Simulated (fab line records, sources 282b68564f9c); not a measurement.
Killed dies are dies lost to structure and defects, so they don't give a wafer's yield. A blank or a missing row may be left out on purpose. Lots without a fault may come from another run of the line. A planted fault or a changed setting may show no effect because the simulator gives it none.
fab line records | flow rit_cmos
record lots=7 wafers=21 last_day=7
route steps=202 shown NSD@139 PSD@142 SDANNEAL@153 PLDD@159 NLDD@160 SILICIDE@161 CONTACT@168 M1@202
lots that met no fault: from a run of the same line without faults
start_h: hours from the record's first day to the start of the lot's first wafer shown | wait_h: hours since the lot's step before | " the same as in the row above | L1.1+2: a row that stands for several wafers | - no value, or no start given | * or withheld: withheld | < > ~ a bound
route shown NAME@n: a module of which the file shows steps, and the number in the route of the first | usual: mean/standard deviation of fault-free wafers | same: alike in all rows | chamber/n: place in a boat | sites: the reading at each site | _std_site: their standard deviation | _edge_site: outer sites' mean less inner sites' | radius_mm: how far each site lies from the wafer's centre | mask NAME#n: copy n | behind: the tool/chamber that last shaped the wafer | hold: why the lot was held/for how many hours/how that ended | device: the transistor (n, p or np) that didn't switch | end of line: the same wafers' tests at the end of the route | a step without rows: its recipe alone | killed: dies lost to structure and defects at the first sort, not the wafer's yield | map: a wafer's dies, x killed, . not, _ none there
set.NAME: the setting as run; set.NAME@STEP: as run at that earlier step | model.NAME: the simulator's own value behind a step, which no gauge read
lots at some steps of the route; a table a step, a row a wafer
services: from which hour (start_h, from the record's first day; less than 0 if before it) a tool's chamber was out of use, for how many hours, and why
## steps
# step RIT_NSD_IMPLANT_08
# recipe species=P energy_kev=25 dose_cm2=1e+15 tilt_deg=7
# step RIT_NSD_STRIP_09
# recipe chemistry=O2 time_s=180 resist=NOVOLAK platen_temp_c=withheld power_w=500 pressure_mtorr=4000 o2_flow_sccm=4000
# usual chamber_pressure_mTorr=4000/3.6 drypump_motor_current_A=5.7/0.43
# columns lot.wafer tool chamber start_h wait_h chamber_pressure_mTorr drypump_motor_current_A rf_hours_counter_h
L227.2 plasma_asher-02 1 66.57 0.1 3999 5.2 45
L227.5 " 0 " " 3999 6.2 -
L227.6 " 1 " " 3998 5.3 -
L229.2 plasma_asher-04 1 74.47 0.1 4002 6.0 43
L229.3 " 0 " " 3997 5.3 -
L229.6 " 1 " " 4003 6.0 -
L235.1 plasma_asher-04 1 104.46 0.1 4006 6.0 45
L235.4 " 1 " " 4006 6.0 -
L235.6 " 1 " " 3998 6.0 -
L237.1 plasma_asher-04 1 115.93 0.1 3997 6.0 47
L237.2 " 0 " " 4001 5.3 47
L237.3 " 1 " " 4005 6.0 -
L239.1 plasma_asher-02 1 125.32 0.1 3997 5.2 1
L239.2 " 0 " " 4006 6.2 1
L239.6 " 1 " " 4001 5.3 -
L241.3 plasma_asher-01 0 134.37 0.1 3999 6.2 -
L241.4 " 1 " " 3991 5.1 -
L241.6 " 0 " " 3995 6.1 -
L246.1 plasma_asher-01 1 164.12 0.1 3999 5.1 56
L246.2 " 0 " " 3999 6.1 56
L246.3 " 0 " " 3999 6.1 -
# step RIT_NSD_TW_MEAS_10
# usual NSD_TW=3117/15
# columns lot.wafer tool chamber start_h wait_h NSD_TW
L227.2 film_metro-02 - 66.76 0.1 3124
L227.5 " - " " 3106
L227.6 " - " " 3128
L229.2 film_metro-01 - 74.65 0.1 3115
L229.3 " - " " 3101
L229.6 " - " " 3115
L235.1 film_metro-01 - 104.64 0.1 3098
L235.4 " - " " 3120
L235.6 " - " " 3139
L237.1 film_metro-01 - 116.10 0.1 3116
L237.2 " - " " 3126
L237.3 " - " " 3098
L239.1 film_metro-04 - 125.49 0.1 3095
L239.2 " - " " 3104
L239.6 " - " " 3100
L241.3 film_metro-01 - 134.50 0.1 3131
L241.4 " - " " 3123
L241.6 " - " " 3118
L246.1 film_metro-04 - 164.30 0.1 3106
L246.2 " - " " 3105
L246.3 " - " " 3098
# step RIT_PSD_HMDS_00
# recipe prime_time_s=60 prime_temp_c=140
# step RIT_PSD_COAT_01
# recipe resist=NOVOLAK spin_rpm=3250 resist_thk_nm=1000
# step RIT_PSD_SOFTBAKE_02
# recipe resist=NOVOLAK temp_c=90 time_s=60
# step RIT_PSD_EXPOSE_03
# recipe mask_id=M10 na=0.57 target_cd_nm=40900 dose_mj=250
# step RIT_PSD_PEB_04
# recipe resist=NOVOLAK temp_c=withheld time_s=withheld
# step RIT_PSD_DEVELOP_05
# recipe resist=NOVOLAK develop_time_s=50 dev_temp_c=23
# step RIT_PSD_OVL_MEAS_06
# usual PSD_OVL=-1.3/1.6
# columns lot.wafer tool chamber start_h wait_h PSD_OVL[nm]
L227.2 overlay-02 - 67.66 - -0.5
L227.5 " - " " -1.5
L227.6 " - " " -0.8
L229.2 overlay-01 - 75.56 - -1.9
L229.3 " - " " -2.9
L229.6 " - " " -0.7
L235.1 overlay-02 - 105.55 - 1.7
L235.4 " - " " 0.1
L235.6 " - " " 0.9
L237.1 overlay-01 - 117.17 - -2.5
L237.2 " - " " -2.2
L237.3 " - " " -1.3
L239.1 overlay-02 - 126.74 - -0.9
L239.2 " - " " 2.0
L239.6 " - " " -1.6
L241.3 overlay-01 - 135.53 - -3.7
L241.4 " - " " -1.4
L241.6 " - " " -2.1
L246.1 overlay-02 - 165.21 - -0.1
L246.2 " - " " -0.3
L246.3 " - " " 0.8
# step RIT_PSD_HARDBAKE_07
# recipe resist=NOVOLAK temp_c=140 time_s=60
# step RIT_PSD_IMPLANT_08
# recipe species=BF2 energy_kev=27 dose_cm2=5e+15 tilt_deg=7
# step RIT_PSD_STRIP_09
# recipe chemistry=O2 time_s=180 resist=NOVOLAK platen_temp_c=withheld power_w=500 pressure_mtorr=4000 o2_flow_sccm=4000
# usual chamber_pressure_mTorr=4000/3.8 drypump_motor_current_A=5.5/0.46
# columns lot.wafer tool chamber start_h wait_h chamber_pressure_mTorr drypump_motor_current_A rf_hours_counter_h
L227.2 plasma_asher-03 0 67.99 0.1 3994 5.2 23
L227.5 " 0 " " 3994 5.2 -
L227.6 " 1 " " 4006 5.4 -
L229.2 plasma_asher-01 1 75.89 0.1 4004 5.1 47
L229.3 " 1 " " 4001 5.1 -
L229.6 " 1 " " 4000 5.1 -
L235.1 plasma_asher-03 0 105.88 0.1 3996 5.2 27
L235.4 " 0 " " 4004 5.2 -
L235.6 " 1 " " 4000 5.4 -
L237.1 plasma_asher-03 0 117.50 0.1 3993 5.1 28
L237.2 " 1 " " 4008 5.4 28
L237.3 " 0 " " 3996 5.2 -
L239.1 plasma_asher-03 1 127.07 0.1 4000 5.4 29
L239.2 " 0 " " 3995 5.1 29
L239.6 " 0 " " 4002 5.2 -
L241.3 plasma_asher-02 1 135.91 0.1 4000 5.3 -
L241.4 " 0 " " 3999 6.2 -
L241.6 " 1 " " 3997 5.2 -
L246.1 plasma_asher-01 0 165.54 0.1 4000 6.2 56
L246.2 " 1 " " 3999 5.1 56
L246.3 " 1 " " 4002 5.1 -
# step RIT_PSD_TW_MEAS_10
# usual PSD_TW=3417/20
# columns lot.wafer tool chamber start_h wait_h PSD_TW
L227.2 film_metro-01 - 68.18 0.1 3410
L227.5 " - " " 3386
L227.6 " - " " 3406
L229.2 film_metro-04 - 76.08 0.1 3411
L229.3 " - " " 3418
L229.6 " - " " 3394
L235.1 film_metro-02 - 106.06 0.1 3434
L235.4 " - " " 3445
L235.6 " - " " 3415
L237.1 film_metro-01 - 117.68 0.1 3424
L237.2 " - " " 3428
L237.3 " - " " 3429
L239.1 film_metro-02 - 127.25 0.1 3416
L239.2 " - " " 3437
L239.6 " - " " 3441
L241.3 film_metro-02 - 136.05 0.1 3446
L241.4 " - " " 3440
L241.6 " - " " 3427
L246.1 film_metro-04 - 165.72 0.1 3396
L246.2 " - " " 3361
L246.3 " - " " 3398
# step RIT_SDANNEAL_CLEAN_00
# recipe chemistry=SC1 mix=3:3:50 time_s=600 temp_c=75
# step RIT_SDANNEAL_CLEAN_01
# recipe chemistry=dHF dilution=50:1 time_s=30
# step RIT_SDANNEAL_CLEAN_02
# recipe chemistry=SC2 mix=3:3:50 time_s=600 temp_c=75 dry=n2_spin
# step RIT_SDANNEAL_RTA_03
# recipe temp_c=1050 time_s=5 idle_temp_c=600 ramp_up_c_per_s=342 ramp_down_c_per_s=171 cool_to_c=600 ambient=N2
# usual ramp_up_c_per_s=342.00/0.057 wafer_temp_C_max=1053.6/1.3
# columns lot.wafer tool chamber start_h wait_h ramp_up_c_per_s wafer_temp_C_max
L227.2 rtp_anneal-01 0 68.60 0.0 341.86 1051.9
L227.5 " 0 " " 341.95 1055.4
L227.6 " 0 " " 342.00 1054.7
L229.2 rtp_anneal-01 0 76.50 0.0 342.03 1052.8
L229.3 " 0 " " 342.12 1053.7
L229.6 " 0 " " 342.04 1053.7
L235.1 rtp_anneal-01 0 106.67 0.0 341.87 1053.5
L235.4 " 0 " " 342.06 1052.6
L235.6 " 0 " " 342.10 1054.8
L237.1 rtp_anneal-01 0 118.14 0.0 341.99 1052.8
L237.2 " 0 " " 341.99 1055.7
L237.3 " 0 " " 341.94 1053.6
L239.1 rtp_anneal-01 0 127.71 0.0 342.15 1053.4
L239.2 " 0 " " 341.87 1053.9
L239.6 " 0 " " 341.94 1054.1
L241.3 rtp_anneal-01 0 136.48 0.0 341.97 1053.5
L241.4 " 0 " " 342.01 1054.6
L241.6 " 0 " " 341.97 1054.2
L246.1 rtp_anneal-02 0 166.42 0.0 342.01 1054.7
L246.2 " 0 " " 341.93 1051.6
L246.3 " 0 " " 342.00 1050.4
# step RIT_SDANNEAL_RS_MEAS_04
# recipe thk_meas_gauge=four-point-probe
# usual PSD_RS=115.6/0.32
# columns lot.wafer tool chamber start_h wait_h PSD_RS[ohm/sq]
L227.2 film_metro-02 - 68.67 0.1 115.7
L227.5 " - " " 115.8
L227.6 " - " " 115.6
L229.2 film_metro-02 - 76.57 0.1 115.7
L229.3 " - " " 115.7
L229.6 " - " " 115.7
L235.1 film_metro-04 - 106.73 0.0 116.1
L235.4 " - " " 116.3
L235.6 " - " " 116.0
L237.1 film_metro-01 - 118.20 0.0 115.9
L237.2 " - " " 115.5
L237.3 " - " " 115.5
L239.1 film_metro-01 - 127.77 0.0 114.9
L239.2 " - " " 114.9
L239.6 " - " " 115.0
L241.3 film_metro-01 - 136.56 0.1 115.4
L241.4 " - " " 115.5
L241.6 " - " " 115.5
L246.1 film_metro-01 - 166.48 0.0 114.9
L246.2 " - " " 115.4
L246.3 " - " " 115.2
# step RIT_SDANNEAL_RS_MEAS_05
# recipe thk_meas_gauge=four-point-probe
# usual NSD_RS=84.4/0.33
# columns lot.wafer tool chamber start_h wait_h NSD_RS[ohm/sq]
L227.2 film_metro-02 - 68.79 0.1 84.4
L227.5 " - " " 84.7
L227.6 " - " " 84.3
L229.2 film_metro-02 - 76.69 0.1 84.0
L229.3 " - " " 84.1
L229.6 " - " " 84.5
L235.1 film_metro-04 - 106.85 0.1 84.5
L235.4 " - " " 84.4
L235.6 " - " " 84.4
L237.1 film_metro-01 - 118.32 0.1 84.1
L237.2 " - " " 84.2
L237.3 " - " " 84.4
L239.1 film_metro-01 - 127.89 0.1 84.0
L239.2 " - " " 84.2
L239.6 " - " " 84.0
L241.3 film_metro-01 - 136.68 0.1 84.1
L241.4 " - " " 84.0
L241.6 " - " " 84.0
L246.1 film_metro-01 - 166.60 0.1 83.9
L246.2 " - " " 84.0
L246.3 " - " " 83.9
# step RIT_SDANNEAL_RS_MEAS_06
# recipe thk_meas_gauge=four-point-probe
# usual PLDD_RS=178.3/0.51
# columns lot.wafer tool chamber start_h wait_h PLDD_RS[ohm/sq]
L227.2 film_metro-02 - 68.91 0.1 178.7
L227.5 " - " " 179.0
L227.6 " - " " 179.1
L229.2 film_metro-02 - 76.81 0.1 177.8
L229.3 " - " " 178.7
L229.6 " - " " 178.7
L235.1 film_metro-04 - 106.97 0.1 179.1
L235.4 " - " " 179.4
L235.6 " - " " 178.4
L237.1 film_metro-01 - 118.44 0.1 178.6
L237.2 " - " " 178.4
L237.3 " - " " 178.0
L239.1 film_metro-01 - 128.01 0.1 178.1
L239.2 " - " " 177.3
L239.6 " - " " 177.2
L241.3 film_metro-01 - 136.80 0.1 177.5
L241.4 " - " " 177.2
L241.6 " - " " 177.5
L246.1 film_metro-01 - 166.72 0.1 177.6
L246.2 " - " " 178.3
L246.3 " - " " 178.3
# step RIT_SDANNEAL_RS_MEAS_07
# recipe thk_meas_gauge=four-point-probe
# usual NLDD_RS=151.5/0.52
# columns lot.wafer tool chamber start_h wait_h NLDD_RS[ohm/sq]
L227.2 film_metro-02 - 69.03 0.1 152.8
L227.5 " - " " 152.8
L227.6 " - " " 152.3
L229.2 film_metro-02 - 76.93 0.1 151.9
L229.3 " - " " 151.8
L229.6 " - " " 151.8
L235.1 film_metro-04 - 107.09 0.1 152.1
L235.4 " - " " 151.9
L235.6 " - " " 152.1
L237.1 film_metro-01 - 118.56 0.1 151.0
L237.2 " - " " 151.2
L237.3 " - " " 151.7
L239.1 film_metro-01 - 128.13 0.1 151.4
L239.2 " - " " 151.2
L239.6 " - " " 151.3
L241.3 film_metro-01 - 136.92 0.1 151.5
L241.4 " - " " 151.0
L241.6 " - " " 151.1
L246.1 film_metro-01 - 166.84 0.1 151.2
L246.2 " - " " 150.9
L246.3 " - " " 151.0
# step RIT_SILICIDE_WET_ETCH_00
# recipe chemistry=BOE target=SiO2 target_depth_nm=14 time_s=15 dry=n2_spin dilution=10:1 temp_c=21.5
# step RIT_SILICIDE_SPUTTER_01
# recipe material=Ti target_thk_nm=30 power_w=350 chamber_pressure_pa=0.667 gas=Ar time_s=240 substrate_temp_c=25
# step RIT_SILICIDE_RS_MEAS_02
# recipe thk_meas_gauge=four-point-probe reads=Ti_of_SILICIDE_SPUTTER_01
# usual SILICIDE_TI_RS=48.0/0.72
# columns lot.wafer tool chamber start_h wait_h SILICIDE_TI_RS[ohm/sq]
L227.2 film_metro-02 - 69.31 0.1 48.6
L227.5 " - " " 48.8
L227.6 " - " " 48.2
L229.2 film_metro-02 - 77.21 0.1 48.1
L229.3 " - " " 47.2
L229.6 " - " " 47.3
L235.1 film_metro-03 - 107.38 0.1 47.8
L235.4 " - " " 48.3
L235.6 " - " " 48.2
L237.1 film_metro-02 - 118.84 0.1 47.9
L237.2 " - " " 47.4
L237.3 " - " " 48.3
L239.1 film_metro-03 - 128.41 0.1 48.7
L239.2 " - " " 48.2
L239.6 " - " " 48.7
L241.3 film_metro-04 - 137.20 0.1 47.0
L241.4 " - " " 47.4
L241.6 " - " " 47.1
L246.1 film_metro-02 - 167.12 0.1 49.0
L246.2 " - " " 47.6
L246.3 " - " " 49.5
# step RIT_SILICIDE_THK_MEAS_03
# recipe thk_meas_gauge=xrf reads=Ti_of_SILICIDE_SPUTTER_01
# usual SILICIDE_TI_THK=30.1/0.36
# columns lot.wafer tool chamber start_h wait_h SILICIDE_TI_THK[nm]
L227.2 film_metro-02 - 69.42 0.1 29.8
L227.5 " - " " 29.7
L227.6 " - " " 29.9
L229.2 film_metro-02 - 77.32 0.1 30.2
L229.3 " - " " 30.7
L229.6 " - " " 30.6
L235.1 film_metro-03 - 107.50 0.1 30.4
L235.4 " - " " 30.1
L235.6 " - " " 30.0
L237.1 film_metro-02 - 118.96 0.1 30.2
L237.2 " - " " 30.3
L237.3 " - " " 30.2
L239.1 film_metro-03 - 128.53 0.1 29.8
L239.2 " - " " 30.0
L239.6 " - " " 29.7
L241.3 film_metro-04 - 137.30 0.1 30.2
L241.4 " - " " 30.1
L241.6 " - " " 30.3
L246.1 film_metro-02 - 167.24 0.1 29.6
L246.2 " - " " 30.3
L246.3 " - " " 29.5
# step RIT_SILICIDE_RTA_04
# recipe temp_c=650 time_s=10 idle_temp_c=25 ramp_up_s=5 ramp_down_s=5 cool_to_c=25 ambient=N2
# usual wafer_temp_C_max=652.8/0.71
# columns lot.wafer tool chamber start_h wait_h wafer_temp_C_max
L227.2 rtp_anneal-02 0 69.49 0.1 652.7
L227.5 " 0 " " 653.1
L227.6 " 0 " " 653.1
L229.2 rtp_anneal-02 0 77.39 0.1 651.7
L229.3 " 0 " " 652.4
L229.6 " 0 " " 652.8
L235.1 rtp_anneal-02 0 107.56 0.1 652.4
L235.4 " 0 " " 652.1
L235.6 " 0 " " 651.9
L237.1 rtp_anneal-02 0 119.02 0.1 652.7
L237.2 " 0 " " 652.2
L237.3 " 0 " " 652.7
L239.1 rtp_anneal-02 0 128.59 0.1 653.6
L239.2 " 0 " " 652.2
L239.6 " 0 " " 652.6
L241.3 rtp_anneal-02 0 137.37 0.1 652.3
L241.4 " 0 " " 651.9
L241.6 " 0 " " 652.3
L246.1 rtp_anneal-01 0 167.30 0.1 654.4
L246.2 " 0 " " 651.9
L246.3 " 0 " " 652.9
# step RIT_SILICIDE_WET_ETCH_05
# recipe chemistry=SPM target=Ti temp_c=90 time_s=120 dry=n2_spin
# step RIT_SILICIDE_RTA_06
# recipe temp_c=750 time_s=10 idle_temp_c=25 ramp_up_s=5 ramp_down_s=10 cool_to_c=25 ambient=N2
# usual wafer_temp_C_max=753.3/0.79
# columns lot.wafer tool chamber start_h wait_h wafer_temp_C_max
L227.2 rtp_anneal-01 0 69.59 0.0 754.8
L227.5 " 0 " " 753.8
L227.6 " 0 " " 752.4
L229.2 rtp_anneal-01 0 77.49 0.0 752.7
L229.3 " 0 " " 753.0
L229.6 " 0 " " 751.9
L235.1 rtp_anneal-01 0 107.67 0.0 752.0
L235.4 " 0 " " 753.8
L235.6 " 0 " " 752.3
L237.1 rtp_anneal-01 0 119.14 0.0 753.2
L237.2 " 0 " " 754.0
L237.3 " 0 " " 753.7
L239.1 rtp_anneal-01 0 128.70 0.0 753.0
L239.2 " 0 " " 755.2
L239.6 " 0 " " 752.4
L241.3 rtp_anneal-01 0 137.48 0.0 754.2
L241.4 " 0 " " 753.7
L241.6 " 0 " " 753.0
L246.1 rtp_anneal-02 0 167.47 0.0 753.4
L246.2 " 0 " " 753.0
L246.3 " 0 " " 751.8
# step RIT_CONTACT_CVD_00
# recipe material=SiO2 target_thk_nm=400 precursor=TEOS temp_c=390 time_s=61 rf_w=400
# usual heater_power_w=311/48 susceptor_temp_C=390.00/0.24
# columns lot.wafer tool chamber start_h wait_h heater_power_w susceptor_temp_C
L227.2 pecvd-02 0 69.65 0.0 313 389.99
L227.5 " 1 " " 220 389.85
L227.6 " 0 " " 323 389.79
L229.2 pecvd-04 2 77.55 0.0 304 389.93
L229.3 " 0 " " 398 390.58
L229.6 " 1 " " 331 389.98
L235.1 pecvd-04 0 107.73 0.1 432 389.98
L235.4 " 2 " " 344 389.91
L235.6 " 0 " " 440 389.61
L237.1 pecvd-01 2 119.20 0.1 318 389.85
L237.2 " 0 " " 332 390.22
L237.3 " 1 " " 328 389.84
L239.1 pecvd-02 2 128.77 0.1 318 390.19
L239.2 " 1 " " 203 390.19
L239.6 " 1 " " 213 390.09
L241.3 pecvd-04 0 137.52 0.0 396 390.02
L241.4 " 0 " " 414 389.80
L241.6 " 2 " " 302 390.09
L246.1 pecvd-02 0 167.53 0.1 254 390.27
L246.2 " 2 " " 308 390.22
L246.3 " 1 " " 226 390.05
# step RIT_CONTACT_THK_MEAS_01
# recipe reads=SiO2_of_CONTACT_CVD_00
# usual CONTACT_TEOS_THK=400/5.1
# columns lot.wafer tool chamber start_h wait_h CONTACT_TEOS_THK[nm]
L227.2 film_metro-01 - 69.71 0.0 400
L227.5 " - " " 405
L227.6 " - " " 401
L229.2 film_metro-03 - 77.61 0.0 399
L229.3 " - " " 396
L229.6 " - " " 403
L235.1 film_metro-03 - 107.78 0.0 398
L235.4 " - " " 407
L235.6 " - " " 407
L237.1 film_metro-03 - 119.25 0.0 401
L237.2 " - " " 398
L237.3 " - " " 394
L239.1 film_metro-03 - 128.82 0.0 401
L239.2 " - " " 401
L239.6 " - " " 406
L241.3 film_metro-01 - 137.59 0.0 394
L241.4 " - " " 399
L241.6 " - " " 407
L246.1 film_metro-04 - 167.58 0.0 391
L246.2 " - " " 397
L246.3 " - " " 390
# step RIT_CONTACT_HMDS_02
# recipe prime_time_s=60 prime_temp_c=140
# step RIT_CONTACT_COAT_03
# recipe resist=NOVOLAK spin_rpm=3250 resist_thk_nm=1000
# step RIT_CONTACT_SOFTBAKE_04
# recipe resist=NOVOLAK temp_c=90 time_s=60
# step RIT_CONTACT_EXPOSE_05
# recipe mask_id=M11 na=0.6 source_shape=conventional sigma_outer=0.5 target_cd_nm=1000 dose_mj=250
# step RIT_CONTACT_PEB_06
# recipe resist=NOVOLAK temp_c=withheld time_s=withheld
# step RIT_CONTACT_DEVELOP_07
# recipe resist=NOVOLAK develop_time_s=120 dev_temp_c=23
# step RIT_CONTACT_CD_MEAS_08
# recipe target_cd_nm=1000
# usual cd_nm=999.4/2.2
# columns lot.wafer tool chamber start_h wait_h cd_nm
L227.2 cd_sem-01 - 70.83 - 1001.6
L227.5 " - " " 1002.1
L227.6 " - " " 1001.9
L229.2 cd_sem-02 - 78.77 - 1000.5
L229.3 " - " " 998.8
L229.6 " - " " 1002.1
L235.1 cd_sem-02 - 109.00 - 1000.9
L235.4 " - " " 1001.5
L235.6 " - " " 1000.5
L237.1 cd_sem-01 - 120.41 - 998.0
L237.2 " - " " 997.2
L237.3 " - " " 998.6
L239.1 cd_sem-02 - 129.97 - 998.3
L239.2 " - " " 996.9
L239.6 " - " " 998.2
L241.3 cd_sem-01 - 138.76 - 996.5
L241.4 " - " " 998.6
L241.6 " - " " 1001.0
L246.1 cd_sem-02 - 168.62 - 999.3
L246.2 " - " " 1000.1
L246.3 " - " " 998.9
# step RIT_CONTACT_OVL_MEAS_09
# usual CONTACT_OVL=-0.3/1.3
# columns lot.wafer tool chamber start_h wait_h CONTACT_OVL[nm]
L227.2 overlay-02 - 70.93 0.1 0.9
L227.5 " - " " -1.4
L227.6 " - " " -0.6
L229.2 overlay-02 - 78.88 0.1 -0.6
L229.3 " - " " -1.1
L229.6 " - " " -1.3
L235.1 overlay-02 - 109.12 0.1 -0.1
L235.4 " - " " -0.1
L235.6 " - " " 0.7
L237.1 overlay-02 - 120.53 0.1 -1.2
L237.2 " - " " 0.1
L237.3 " - " " 1.1
L239.1 overlay-02 - 130.09 0.1 0.5
L239.2 " - " " -1.6
L239.6 " - " " -1.2
L241.3 overlay-02 - 138.86 0.1 0.3
L241.4 " - " " 1.2
L241.6 " - " " 0.6
L246.1 overlay-01 - 168.74 0.1 -0.2
L246.2 " - " " -0.4
L246.3 " - " " -2.0
# step RIT_CONTACT_HARDBAKE_10
# recipe resist=NOVOLAK temp_c=140 time_s=60
# step RIT_CONTACT_ETCH_11
# recipe target_depth_a=4800 over_etch_frac=0.2 stop_on=TiSi2 chemistry=CHF3/CF4/Ar target=SiO2 CHF3_flow_sccm=50 cf4_flow_sccm=10 Ar_flow_sccm=100 O2_flow_sccm=5 pressure_mtorr=100 rf_w=200 time_s=320
# step RIT_CONTACT_STRIP_12
# recipe chemistry=O2 time_s=180 resist=NOVOLAK platen_temp_c=withheld power_w=500 pressure_mtorr=4000 o2_flow_sccm=4000
# step RIT_M1_PROBE_99
# usual killed_at_contacts=0.1/0.32 killed_at_front_end=7/3 killed_dies=7/3.1 killed_open=3.3/1.8 killed_short=3.6/2
# same gross_dies=264 killed_at_M0_to_M3=0 killed_at_M4_up=0 killed_at_back_side=0 killed_at_other=0
# columns lot.wafer tool chamber start_h wait_h killed_at_contacts killed_at_front_end killed_dies killed_open killed_short
L227.2 prober-02 - 76.08 0.1 0 6 6 5 1
L227.5 prober-02 - 76.23 0.2 0 14 14 5 9
L227.6 prober-02 - 76.28 0.2 0 5 5 2 3
L235.1 prober-02 - 114.58 0.1 0 46 46 5 4
L235.4 prober-02 - 114.73 0.2 0 46 46 2 0
L235.6 prober-02 - 114.83 0.2 0 41 41 1 5
L237.1 prober-02 - 125.57 0.1 0 54 54 1 6
L237.2 prober-02 - 125.62 0.1 0 33 33 1 3
L237.3 prober-02 - 125.67 0.2 0 44 44 1 1
L239.1 prober-02 - 135.31 0.1 0 36 36 2 2
L239.2 prober-02 - 135.36 0.1 0 39 39 1 1
L239.6 prober-02 - 135.56 0.2 0 53 53 4 3
L241.3 prober-02 - 144.18 0.2 0 2 2 0 2
L241.4 prober-02 - 144.23 0.2 0 9 9 5 4
L241.6 prober-02 - 144.33 0.2 1 13 14 6 8
L246.1 prober-01 - 174.14 0.1 0 7 7 6 1
L246.2 prober-01 - 174.19 0.1 0 8 8 4 4
L246.3 prober-01 - 174.24 0.2 0 5 5 1 3
# killed by level:class
L227.2 GATE:geometric_particle:open=3 REOX:geometric_particle:open=1 SILICIDE:geometric_particle:short=1 SILICIDE:geometric_particle:open=1
L227.5 GATE:geometric_particle:short=4 REOX:geometric_particle:short=2 SPACER:geometric_particle:open=2 SILICIDE:geometric_particle:short=2 FOX1:geometric_particle:short=1 FOX1:geometric_particle:open=1 FOX2:geometric_particle:open=1 SILICIDE:geometric_particle:open=1
L227.6 GATE:geometric_particle:short=2 GATE:geometric_particle:open=1 SPACER:geometric_particle:open=1 SILICIDE:geometric_particle:short=1
L235.1 PSD:unspecified=37 SILICIDE:geometric_particle:open=2 FOX1:geometric_particle:open=1 FOX1:geometric_particle:short=1 GATE:geometric_particle:short=1 REOX:geometric_particle:open=1 SPACER:geometric_particle:short=1 SPACER:geometric_particle:open=1
L235.4 PSD:unspecified=44 FOX1:geometric_particle:open=1 SPACER:geometric_particle:open=1
L235.6 PSD:unspecified=35 GATE:geometric_particle:short=2 FOX1:geometric_particle:open=1 REOX:geometric_particle:short=1 SPACER:geometric_particle:short=1 SILICIDE:geometric_particle:short=1
L237.1 PSD:unspecified=47 FOX1:geometric_particle:short=3 FOX2:geometric_particle:short=1 GATE:geometric_particle:short=1 SPACER:geometric_particle:short=1 SILICIDE:geometric_particle:open=1
L237.2 PSD:unspecified=29 FOX1:geometric_particle:short=2 SILICIDE:geometric_particle:open=1 SILICIDE:geometric_particle:short=1
L237.3 PSD:unspecified=42 SILICIDE:geometric_particle:open=1 SILICIDE:geometric_particle:short=1
L239.1 PSD:unspecified=32 FOX1:geometric_particle:short=2 GATE:geometric_particle:open=1 SPACER:geometric_particle:open=1
L239.2 PSD:unspecified=37 GATE:geometric_particle:short=1 GATE:geometric_particle:open=1
L239.6 PSD:unspecified=46 GATE:geometric_particle:open=2 ACTIVE:geometric_particle:short=1 REOX:geometric_particle:open=1 REOX:geometric_particle:short=1 SPACER:geometric_particle:short=1 SILICIDE:geometric_particle:open=1
L241.3 SPACER:geometric_particle:short=1 SILICIDE:geometric_particle:short=1
L241.4 SILICIDE:geometric_particle:short=3 SILICIDE:geometric_particle:open=3 FOX1:geometric_particle:open=1 FOX1:geometric_particle:short=1 REOX:geometric_particle:open=1
L241.6 GATE:geometric_particle:open=4 GATE:geometric_particle:short=4 FOX1:geometric_particle:short=1 REOX:geometric_particle:short=1 REOX:geometric_particle:open=1 SILICIDE:geometric_particle:open=1 SILICIDE:geometric_particle:short=1 CONTACT:geometric_particle:short=1
L246.1 FOX1:geometric_particle:open=2 SPACER:geometric_particle:open=2 FOX1:geometric_particle:short=1 FOX2:geometric_particle:open=1 GATE:geometric_particle:open=1
L246.2 FOX1:geometric_particle:open=3 FOX1:geometric_particle:short=2 GATE:geometric_particle:short=1 GATE:geometric_particle:open=1 REOX:geometric_particle:short=1
L246.3 GATE:geometric_particle:short=2 FOX1:geometric_particle:open=1 SPACER:geometric_particle:short=1 NSD:coat_microbubble_printed=1
# map L235.1 (x killed, . not)
________x......_______
_____.............____
____...............___
___..........xx.....__
__.........xxxxxx.x.._
__........xxxxxxx...._
_.........xxxxxxxx....
_..........xxxxxxx....
_...........xxxxx.....
_....x.........x......
__..................._
__....x.............x_
___.........x..x.x..__
____..x............___
_____.............____
________.....x._______
# map L237.1 (x killed, . not)
________......._______
_____........x....____
____x...........x..___
___.........xxxx....__
__.........xxxxxxx..._
__........xxxxxxxxx.._
_.........xxxxxxxxx...
_.x.......xxxxxxxxx...
_..........xxxxxx.....
_....x.......xxx......
__..................._
__..................._
___...x.............__
____...............___
_____...x.........____
________......._______
## services
# columns tool chamber start_h hours kind
pecvd-01 - 64.43 0.2 repair
plasma_asher-04 - 66.74 3.4 repair
pecvd-04 - 70.04 2.8 pm
pecvd-02 - 77.84 0.8 pm
pecvd-04 - 91.65 0.8 pm
plasma_asher-03 - 107.98 6.8 repair
plasma_asher-02 - 108.75 9.0 pm
plasma_asher-02 0 108.75 9.0 vent_cycle
plasma_asher-02 1 108.75 9.0 vent_cycle
pecvd-04 2 112.22 - calibration
plasma_asher-02 0 117.75 - clean
plasma_asher-02 1 117.75 - clean
pecvd-02 1 135.69 2.2 repair
rtp_anneal-02 - 152.63 5.1 pm
plasma_asher-04 - 155.19 0.7 repair
## key
first_sign step=RIT_M1_PROBE_99 reading=killed_at_front_end direction=up sigmas=12 usual=7 struck=44
effect step=RIT_M1_PROBE_99 reading=killed_dies direction=up sigmas=12 usual=7 struck=44
met_at RIT_PSD_STRIP_09
struck_wafers L235.1,L235.4,L235.6,L237.1,L237.2,L237.3,L239.1,L239.2,L239.6
tester_left_out L235,L237,L239
onset_between 67.99 105.88
fault kind=chamber_particle_source tool=plasma_asher-03 chamber=- onset_h=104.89 steps=RIT_PSD_STRIP_09 rate_per_visit_cm2=2.2316 end_h=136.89
# tester_left_out: of these lots the tester's yield and bins aren't shown, on N5 and GAA mostly nor the transistor test; their killed dies are dies lost to structure and defects alone, not to doping, threshold or leakage, so they don't give the yield
